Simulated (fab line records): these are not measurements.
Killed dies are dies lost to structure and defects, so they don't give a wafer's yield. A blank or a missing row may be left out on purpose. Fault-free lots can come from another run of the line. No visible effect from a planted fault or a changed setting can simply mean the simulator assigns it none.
Lot-split experiment | flow rit_cmos | 5 lots, 23 wafers read, on a route of 202 steps

== THE SPLIT ITSELF ==
At RIT_PRETRO_IMPLANT_08, the setting dose_cm2 was moved away from the recipe's 1.2e+13 on 6 of the 23 wafers read, by -6.0% to -3.8%. For the rest of the wafers, this setting stayed at what the recipe calls for.

== FROM THE SPLIT ON TO THE READING: in between, the file shows 1 step ==
- RIT_PRETRO_STRIP_09: strips in O2, time 180 s

== THE READING ==
PRETRO_TW, at RIT_PRETRO_TW_MEAS_10. A value of 475 with a standard deviation of 3.5 is what fault-free wafers of this fab line usually give.

wafer  | tool, chamber at the split | dose_cm2 as run | against the recipe | PRETRO_TW | against lot-mates on the recipe
L077.2 | implanter-04, 0            | 1.2e+13         | recipe             | 477       | -
L077.3 | implanter-04, 0            | 1.128e+13       | -6.0%              | 464       | -12
L077.4 | implanter-04, 0            | 1.128e+13       | -6.0%              | 467       | -9
L077.5 | implanter-04, 0            | 1.2e+13         | recipe             | 476       | -
L077.6 | implanter-04, 0            | 1.2e+13         | recipe             | 476       | -
L078.1 | implanter-03, 0            | 1.2e+13         | recipe             | 478       | -
L078.3 | implanter-03, 0            | 1.2e+13         | recipe             | 476       | -
L078.4 | implanter-03, 0            | 1.2e+13         | recipe             | 479       | -
L078.5 | implanter-03, 0            | 1.2e+13         | recipe             | 478       | -
L078.6 | implanter-03, 0            | 1.2e+13         | recipe             | 477       | -
L080.2 | implanter-02, 0            | 1.15e+13        | -4.2%              | 463       | -7
L080.3 | implanter-02, 0            | 1.2e+13         | recipe             | 468       | -
L080.4 | implanter-02, 0            | 1.15e+13        | -4.2%              | 463       | -7
L080.5 | implanter-02, 0            | 1.2e+13         | recipe             | 472       | -
L080.6 | implanter-02, 0            | 1.2e+13         | recipe             | 471       | -
L081.1 | implanter-03, 0            | 1.154e+13       | -3.8%              | 466       | -6
L081.2 | implanter-03, 0            | 1.2e+13         | recipe             | 473       | -
L081.3 | implanter-03, 0            | 1.154e+13       | -3.8%              | 467       | -5
L081.4 | implanter-03, 0            | 1.2e+13         | recipe             | 472       | -
L081.6 | implanter-03, 0            | 1.2e+13         | recipe             | 471       | -
L083.4 | implanter-02, 0            | 1.2e+13         | recipe             | 477       | -
L083.5 | implanter-02, 0            | 1.2e+13         | recipe             | 474       | -
L083.6 | implanter-02, 0            | 1.2e+13         | recipe             | 476       | -

THE FIT
A straight line over all 23 wafers: PRETRO_TW changes by +1.97 for each +1% of dose_cm2; r = +0.82; the points scatter about the line by 3.1.
The same after taking each lot's own level away (the mean of its wafers on the recipe; 23 wafers): +1.72 for each +1%; r = +0.96; scatter 1.2.
Per that fit: largest dose_cm2 move, reading shift of 10.
From 470.3 to 477.6: that is the span of the lots' own levels, equal to 2.1 times the standard deviation above.
So the lot-to-lot level changes the slope: the two fits differ.
Check: with one of the wafers moved furthest among these (-6.0%) left out of the fit, the line predicts -9.55 for it against its lot-mates. It came out at -12.3 against them.

== FURTHER SPLITS ON THESE WAFERS ==
Other splits were also applied to these wafers ahead of the reading. Each is held against what the fit with the lots' levels taken away leaves over:
other split on the same wafers   | wafers away from the commonest value | r with PRETRO_TW (lot level and that fit taken away)
RIT_ACTIVE_OXIDATION_01 temp_c   | 13                                   | -0.15
RIT_ACTIVE_COAT_06 resist_thk_nm | 9                                    | -0.20
RIT_ACTIVE_HARDBAKE_12 temp_c    | 9                                    | -0.05
RIT_NWELL_COAT_01 spin_rpm       | 12                                   | -0.11
RIT_PWELL_HARDBAKE_07 temp_c     | 11                                   | +0.12
RIT_NRETRO_COAT_01 spin_rpm      | 7                                    | +0.07
RIT_PRETRO_SOFTBAKE_02 temp_c    | 8                                    | +0.35

== THE FILE'S OWN FIT ==
PRETRO_TW changes by +1.7 for each +1% of dose_cm2, r = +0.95.
